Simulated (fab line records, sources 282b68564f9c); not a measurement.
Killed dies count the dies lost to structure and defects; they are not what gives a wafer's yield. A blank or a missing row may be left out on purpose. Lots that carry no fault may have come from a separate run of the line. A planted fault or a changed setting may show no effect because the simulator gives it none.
fab line records ; flow rit-cmos
record: lots: 5; wafers: 15; last-day: 8
route steps=202 shown ACTIVE@1 M1@202
lots that met no fault: taken from a fault-free run of the same line
start-h: hours from the record's opening day to when the first of the lot's shown wafers began ; wait-h: hours from the lot's prior step to this one ; " unchanged from the row above ; L1.1+2: a single row standing in for several wafers ; - value missing, or start not given ; * or withheld: withheld ; < > ~ a bound
route shown NAME@n: NAME is a module with steps in the file, n the number in the route of the first one ; usual: the fault-free wafers' mean and standard deviation ; same: alike in all rows ; chamber/n: place in a boat ; sites: the reading at each site ; _std_site: how widely they spread, as a standard deviation ; _edge_site: inner sites' mean taken away from outer sites' mean ; radius-mm: how far each site lies from the wafer's centre ; mask NAME#n: copy n ; behind: tool/chamber where the wafer was last shaped ; hold: the reason the lot was held/the length of the hold in hours/how it ended ; device: transistor that didn't switch, given as n, p or np ; end of line: tests of these same wafers at the route's end ; step lacking rows: just its recipe ; killed: dies that structure and defects cost at the first sort, which is not the same as the wafer's yield ; map: per-die view of a wafer (x killed, . not killed, _ where there is no die)
set.NAME: the run value of the setting; set.NAME@STEP: its run value at that earlier step ; model.NAME: the simulator's own value behind a step, which no gauge read
a table for each step, a row for each wafer; lots at some steps of the route
services: a tool's chamber out of use, with start hour (start-h, from the record's first day; less than 0 if before it), hours out, and reason
== steps ==
step: RIT_ACTIVE_BOW_MEAS_00
recipe: mode: bow
usual: INCOMING_BOW: 0/6.9
lot.wafer;tool;chamber;start-h;wait-h;INCOMING_BOW[um]
L940.1;film-metro-02;-;20.00;-;2
L940.3;film-metro-02;-;20.00;-;10
L940.6;film-metro-02;-;20.00;-;3
L941.1;film-metro-04;-;25.00;-;13
L941.3;film-metro-04;-;25.00;-;-1
L941.5;film-metro-04;-;25.00;-;-8
L942.2;film-metro-04;-;30.02;-;-1
L942.3;film-metro-04;-;30.02;-;-5
L942.6;film-metro-04;-;30.02;-;4
L955.1;film-metro-02;-;95.00;-;1
L955.2;film-metro-02;-;95.00;-;-7
L955.6;film-metro-02;-;95.00;-;8
L958.2;film-metro-02;-;110.02;-;5
L958.3;film-metro-02;-;110.02;-;-3
L958.5;film-metro-02;-;110.02;-;1
step: RIT_ACTIVE_OXIDATION_01
recipe: temp-c: 1000; ambient: O2; target-thk-a: 468; ox-time-s: 3360
step: RIT_ACTIVE_THK_MEAS_02
recipe: reads: SiO2_of_ACTIVE_OXIDATION_01
usual: ACTIVE_OXIDE_THK: 46.6/1
lot.wafer;tool;chamber;start-h;wait-h;ACTIVE_OXIDE_THK[nm]
L940.1;film-metro-04;-;22.57;0.0;46.0
L940.3;film-metro-04;-;22.57;0.0;46.4
L940.6;film-metro-04;-;22.57;0.0;46.4
L941.1;film-metro-03;-;28.20;0.0;47.5
L941.3;film-metro-03;-;28.20;0.0;48.6
L941.5;film-metro-03;-;28.20;0.0;48.7
L942.2;film-metro-04;-;32.06;0.0;46.6
L942.3;film-metro-04;-;32.06;0.0;46.3
L942.6;film-metro-04;-;32.06;0.0;45.3
L955.1;film-metro-03;-;98.67;0.0;46.9
L955.2;film-metro-03;-;98.67;0.0;46.6
L955.6;film-metro-03;-;98.67;0.0;46.7
L958.2;film-metro-04;-;112.98;0.0;46.7
L958.3;film-metro-04;-;112.98;0.0;47.1
L958.5;film-metro-04;-;112.98;0.0;46.3
step: RIT_ACTIVE_CVD_03
recipe: material: Si3N4; target-thk-nm: 150; temp-c: 810; precursor: SiH2Cl2/NH3; time-s: 1500; pressure-mtorr: 300; sih2cl2-flow-sccm: 60; nh3-flow-sccm: 150
step: RIT_ACTIVE_THK_MEAS_04
recipe: reads: Si3N4_of_ACTIVE_CVD_03
usual: ACTIVE_NITRIDE_THK: 149.2/1.5
lot.wafer;tool;chamber;start-h;wait-h;ACTIVE_NITRIDE_THK[nm]
L940.1;film-metro-03;-;24.75;0.0;150.1
L940.3;film-metro-03;-;24.75;0.0;150.7
L940.6;film-metro-03;-;24.75;0.0;149.8
L941.1;film-metro-03;-;29.68;0.0;148.7
L941.3;film-metro-03;-;29.68;0.0;150.0
L941.5;film-metro-03;-;29.68;0.0;150.1
L942.2;film-metro-03;-;33.58;0.0;149.8
L942.3;film-metro-03;-;33.58;0.0;149.7
L942.6;film-metro-03;-;33.58;0.0;150.1
L955.1;film-metro-03;-;100.14;0.0;149.2
L955.2;film-metro-03;-;100.14;0.0;149.9
L955.6;film-metro-03;-;100.14;0.0;149.6
L958.2;film-metro-02;-;114.46;0.0;148.0
L958.3;film-metro-02;-;114.46;0.0;149.2
L958.5;film-metro-02;-;114.46;0.0;149.8
step: RIT_ACTIVE_HMDS_05
recipe: prime-time-s: 60; prime-temp-c: 140
step: RIT_ACTIVE_COAT_06
recipe: resist: NOVOLAK; spin-rpm: 3250; resist-thk-nm: 1000
step: RIT_ACTIVE_SOFTBAKE_07
recipe: resist: NOVOLAK; temp-c: 90; time-s: 60
step: RIT_ACTIVE_EXPOSE_08
recipe: mask-id: M1; na: 0.6; source-shape: conventional; sigma-outer: 0.6; target-cd-nm: 1400; dose-mj: 225
usual: exposure-dose-mJ-cm2: 225.5/0.62
lot.wafer;tool;chamber;start-h;wait-h;mask;exposure-dose-mJ-cm2
L940.1;iline-stepper-01;0;25.26;0.1;M1#0;224.6
L940.3;iline-stepper-01;0;25.26;0.1;M1#0;225.0
L940.6;iline-stepper-01;0;25.26;0.1;M1#0;224.9
L941.1;iline-stepper-02;0;30.31;0.2;M1#0;226.3
L941.3;iline-stepper-02;0;30.31;0.2;M1#0;226.0
L941.5;iline-stepper-02;0;30.31;0.2;M1#0;226.1
L942.2;iline-stepper-02;0;34.10;0.1;M1_R1#0;225.7
L942.3;iline-stepper-02;0;34.10;0.1;M1_R1#0;225.7
L942.6;iline-stepper-02;0;34.10;0.1;M1_R1#0;225.8
L955.1;iline-stepper-02;0;100.78;0.2;M1#0;226.1
L955.2;iline-stepper-02;0;100.78;0.2;M1#0;226.0
L955.6;iline-stepper-02;0;100.78;0.2;M1#0;226.2
L958.2;iline-stepper-01;0;115.10;0.2;M1#0;224.9
L958.3;iline-stepper-01;0;115.10;0.2;M1#0;224.8
L958.5;iline-stepper-01;0;115.10;0.2;M1#0;224.9
step: RIT_ACTIVE_PEB_09
recipe: resist: NOVOLAK; temp-c: withheld; time-s: withheld
step: RIT_ACTIVE_DEVELOP_10
recipe: resist: NOVOLAK; develop-time-s: 50; dev-temp-c: 23
step: RIT_ACTIVE_CD_MEAS_11
recipe: target-cd-nm: 1400
usual: cd-nm: 1400.3/2.2
lot.wafer;tool;chamber;start-h;wait-h;cd-nm
L940.1;cd-sem-01;-;25.66;-;1400.2
L940.3;cd-sem-01;-;25.66;-;1402.2
L940.6;cd-sem-01;-;25.66;-;1400.6
L941.1;cd-sem-02;-;30.71;-;1401.4
L941.3;cd-sem-02;-;30.71;-;1399.2
L941.5;cd-sem-02;-;30.71;-;1397.8
L942.2;cd-sem-02;-;34.50;-;1278.9
L942.3;cd-sem-02;-;34.50;-;1278.9
L942.6;cd-sem-02;-;34.50;-;1276.7
L955.1;cd-sem-01;-;101.18;-;1401.0
L955.2;cd-sem-01;-;101.18;-;1400.8
L955.6;cd-sem-01;-;101.18;-;1399.5
L958.2;cd-sem-01;-;115.50;-;1402.8
L958.3;cd-sem-01;-;115.50;-;1404.8
L958.5;cd-sem-01;-;115.50;-;1403.3
step: RIT_ACTIVE_HARDBAKE_12
recipe: resist: NOVOLAK; temp-c: 140; time-s: 60
step: RIT_ACTIVE_ETCH_13
recipe: stop-on: SiO2; chemistry: SF6; target: Si3N4; time-s: 210; over-etch-frac: 0.4; SF6_flow_sccm: 200; pressure-mtorr: 260; rf-w: 125; target-depth-a: 2100
usual: drypump-motor-current-A: 5.6/0.57; oes-product-au: 0.816/0.014; rf-fwd-power-W: 124.6/0.39; throttle-valve-pct: 7.48/0.12
lot.wafer;tool;chamber;start-h;wait-h;drypump-motor-current-A;oes-product-au;rf-fwd-power-W;rf-hours-counter-h;throttle-valve-pct;model.ACTIVE.cd-nm
L940.1;rie-diel-02;0;25.93;0.1;5.4;0.809;124.9;67;7.47;1400
L940.3;rie-diel-02;2;25.93;0.1;4.7;0.831;124.2;15;7.57;1402
L940.6;rie-diel-02;2;25.93;0.1;4.7;0.833;124.4;-;7.55;1401
L941.1;rie-diel-01;0;30.98;0.1;5.4;0.822;123.7;2;7.41;1401
L941.3;rie-diel-01;2;30.98;0.1;6.8;0.812;125.2;117;7.65;1399
L941.5;rie-diel-01;1;30.98;0.1;4.9;0.802;125.1;-;7.58;1398
L942.2;rie-diel-04;2;34.75;0.1;6.1;0.850;124.1;165;7.49;1279
L942.3;rie-diel-04;3;34.75;0.1;5.4;0.834;124.3;39;7.40;1279
L942.6;rie-diel-04;2;34.75;0.1;6.1;0.838;124.0;-;7.50;1277
L955.1;rie-diel-01;2;101.45;0.1;6.8;0.807;125.1;118;7.64;1401
L955.2;rie-diel-01;3;101.45;0.1;5.9;0.810;124.7;37;7.34;1400
L955.6;rie-diel-01;1;101.45;0.1;4.9;0.796;124.5;-;7.59;1400
L958.2;rie-diel-02;3;115.75;0.1;4.9;0.802;124.4;143;7.71;1403
L958.3;rie-diel-02;1;115.75;0.1;5.4;0.819;124.0;44;7.51;1404
L958.5;rie-diel-02;0;115.75;0.1;5.4;0.809;124.7;-;7.47;1403
step: RIT_ACTIVE_STRIP_14
recipe: chemistry: O2; time-s: 180; resist: NOVOLAK; platen-temp-c: withheld; power-w: 500; pressure-mtorr: 4000; o2-flow-sccm: 4000
usual: drypump-motor-current-A: 5.6/0.46; o2-flow-sccm: 4000/12; rf-refl-power-W: 7.3/1.2
lot.wafer;tool;chamber;start-h;wait-h;drypump-motor-current-A;o2-flow-sccm;rf-hours-counter-h;rf-refl-power-W
L940.1;plasma-asher-01;0;26.07;0.1;4.7;3977;35;8.3
L940.3;plasma-asher-01;1;26.07;0.1;6.0;4007;-;7.4
L940.6;plasma-asher-01;0;26.07;0.1;4.7;3993;-;8.0
L941.1;plasma-asher-01;1;31.11;0.1;6.0;3999;35;7.4
L941.3;plasma-asher-01;1;31.11;0.1;6.0;3995;-;7.4
L941.5;plasma-asher-01;1;31.11;0.1;6.0;3989;-;7.6
L942.2;plasma-asher-02;0;34.89;0.1;5.8;4013;38;6.5
L942.3;plasma-asher-02;1;34.89;0.1;5.6;3996;-;9.4
L942.6;plasma-asher-02;1;34.89;0.1;5.6;4014;-;9.5
L955.1;plasma-asher-02;0;101.58;0.1;5.8;4010;43;6.5
L955.2;plasma-asher-02;1;101.58;0.1;5.6;3999;43;9.3
L955.6;plasma-asher-02;0;101.58;0.1;5.8;4011;-;6.5
L958.2;plasma-asher-01;0;115.89;0.1;4.7;3997;44;8.2
L958.3;plasma-asher-01;1;115.89;0.1;6.0;4018;-;7.5
L958.5;plasma-asher-01;0;115.89;0.1;4.8;3987;-;8.1
step: RIT_M1_PROBE_99
usual: killed-at-contacts: 0.0/0.22; killed-at-front-end: 6.6/2.7; killed-dies: 6.7/2.7; killed-on-rim: 1.7/1.4; killed-open: 3.4/2; killed-short: 3.2/1.8
same: gross-dies: 264; killed_at_M0_to_M3: 0; killed_at_M4_up: 0; killed-at-back-side: 0; killed-at-other: 0
lot.wafer;tool;chamber;start-h;wait-h;killed-at-contacts;killed-at-front-end;killed-dies;killed-on-rim;killed-open;killed-short;model.etest.pplus-sal.width-nm;model.etest.nplus-sal.width-nm;model.etest.nldd.width-nm;model.etest.pldd.width-nm;model.etest.nmos-narrow.drive-ua-um;model.etest.pmos-narrow.drive-ua-um;model.etest.field-p.vt-v;model.etest.iso-nwell-nwell.bv-v
L940.1;prober-02;-;71.24;0.1;0;2;2;1;0;2;3424;3444;3162;3176;223.3;100.9;-12.69;22.05
L940.3;prober-02;-;71.34;0.2;1;2;3;1;0;3;3442;3434;3168;3181;231.4;102.9;-12.75;21.65
L940.6;prober-02;-;71.49;0.2;0;2;2;0;0;2;3451;3440;3181;3167;225.7;100.3;-12.69;21.92
L941.1;prober-01;-;81.03;0.1;0;5;5;0;1;4;3454;3462;3181;3201;225.1;102.4;-13;21.84
L941.3;prober-01;-;81.13;0.2;0;3;3;1;3;0;3437;3446;3179;3190;219.2;97.25;-12.94;21.89
L941.5;prober-01;-;81.23;0.2;0;10;10;5;7;3;3475;3469;3169;3187;224.3;102.2;-12.95;21.74
L942.2;prober-02;-;82.70;0.1;0;7;7;1;3;3;3326;3311;3036;3067;203.8;89.71;-12.8;22.48
L942.3;prober-02;-;82.75;0.2;0;6;6;1;3;3;3325;3320;3064;3027;205.4;90.94;-12.8;22.51
L942.6;prober-02;-;82.90;0.2;0;5;5;1;5;0;3346;3336;3065;3072;206.9;92.33;-12.85;22.44
L955.1;prober-01;-;159.78;0.1;1;5;6;1;4;2;3427;3434;3174;3181;239.8;110.8;-12.63;22.26
L955.2;prober-01;-;159.83;0.1;0;4;4;0;1;3;3446;3438;3168;3171;235.9;108.3;-12.73;22.02
L955.6;prober-01;-;160.03;0.2;0;8;8;4;5;3;3435;3438;3162;3171;231.8;106.8;-12.59;22.45
L958.2;prober-01;-;181.72;0.1;0;6;6;1;2;4;3447;3444;3167;3152;215.6;97.4;-12.59;22.39
L958.3;prober-01;-;181.77;0.2;0;2;2;1;2;0;3470;3460;3175;3190;222.8;100.4;-12.61;22.2
L958.5;prober-01;-;181.87;0.2;0;4;4;0;2;2;3461;3456;3196;3186;220.3;98.34;-12.61;22.21
killed by level:class
L940.1 GATE:geometric-particle:short=1 REOX:geometric-particle:short=1
L940.3 GATE:geometric-particle:short=2 CONTACT:geometric-particle:short=1
L940.6 GATE:geometric-particle:short=1 SILICIDE:geometric-particle:short=1
L941.1 FOX2:geometric-particle:short=1 GATE:geometric-particle:short=1 REOX:geometric-particle:short=1 REOX:geometric-particle:open=1 SILICIDE:geometric-particle:short=1
L941.3 FOX2:geometric-particle:open=1 GATE:geometric-particle:open=1 REOX:geometric-particle:open=1
L941.5 FOX1:geometric-particle:short=2 REOX:geometric-particle:open=2 SPACER:geometric-particle:open=2 FOX1:geometric-particle:open=1 FOX2:geometric-particle:open=1 REOX:geometric-particle:short=1 SILICIDE:geometric-particle:open=1
L942.2 GATE:geometric-particle:short=2 GATE:geometric-particle:open=2 FOX1:geometric-particle:open=1 SPACER:geometric-particle:short=1 ACTIVE:area-expose=1
L942.3 GATE:geometric-particle:open=2 FOX1:geometric-particle:short=1 FOX2:geometric-particle:short=1 SPACER:geometric-particle:short=1 SILICIDE:geometric-particle:open=1
L942.6 FOX1:geometric-particle:open=2 REOX:geometric-particle:open=2 FOX2:geometric-particle:open=1
L955.1 GATE:geometric-particle:open=2 FOX1:geometric-particle:open=1 REOX:geometric-particle:short=1 REOX:geometric-particle:open=1 CONTACT:geometric-particle:short=1
L955.2 FOX1:geometric-particle:short=1 FOX2:geometric-particle:short=1 GATE:geometric-particle:open=1 SPACER:geometric-particle:short=1
L955.6 REOX:geometric-particle:open=2 SILICIDE:geometric-particle:open=2 FOX1:geometric-particle:short=1 FOX1:geometric-particle:open=1 FOX2:geometric-particle:short=1 GATE:geometric-particle:short=1
L958.2 SPACER:geometric-particle:short=2 FOX2:geometric-particle:short=1 GATE:geometric-particle:open=1 SPACER:geometric-particle:open=1 SILICIDE:geometric-particle:short=1
L958.3 GATE:geometric-particle:open=1 SILICIDE:geometric-particle:open=1
L958.5 FOX1:geometric-particle:open=1 GATE:geometric-particle:open=1 GATE:geometric-particle:short=1 SPACER:geometric-particle:short=1
== services ==
tool;chamber;start-h;hours;kind
iline-stepper-02;0;14.90;-;calibration
plasma-asher-02;-;30.61;0.4;repair
rie-diel-02;1;34.90;8.6;repair
rie-diel-04;3;43.40;5.6;repair
iline-stepper-02;-;47.79;4.4;pm
rie-diel-02;3;55.30;32.9;repair
rie-diel-04;2;63.99;-;clean
rie-diel-04;2;63.99;14.8;scheduled-down
rie-diel-04;2;63.99;14.8;vent-cycle
rie-diel-04;-;78.62;0.8;repair
plasma-asher-02;-;83.87;14.6;pm
rie-diel-02;0;89.08;2.4;repair
plasma-asher-01;-;103.33;0.4;repair
iline-stepper-02;-;115.35;7.2;repair
== key ==
first-sign: step: RIT_ACTIVE_EXPOSE_08; reading: mask; direction: changed
effect: step: RIT_ACTIVE_CD_MEAS_11; reading: cd-nm; direction: down; sigmas: 56; usual: 1400.3; struck: 1278.2
model-effect: step: RIT_ACTIVE_ETCH_13; value: ACTIVE.cd-nm; without: 1398; struck: 1278
model-effect: step: RIT_M1_PROBE_99; value: etest.pplus-sal.width-nm; without: 3453; struck: 3332
met-at RIT_ACTIVE_EXPOSE_08
struck-wafers L942.2,L942.3,L942.6
tester-left-out L942
onset-between 30.31 34.10
fault: kind: wrong-mask; tool: any; chamber: -; onset-h: 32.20; steps: RIT_ACTIVE_EXPOSE_08; aux-copy: M1_R1#0; cd-offset-nm: -120; scope: struck-lots-only
tester-left-out: of these lots the tester's yield and bins aren't shown, on N5 and GAA mostly nor the transistor test; their killed dies are dies lost to structure and defects alone, not to doping, threshold or leakage, so they don't give the yield
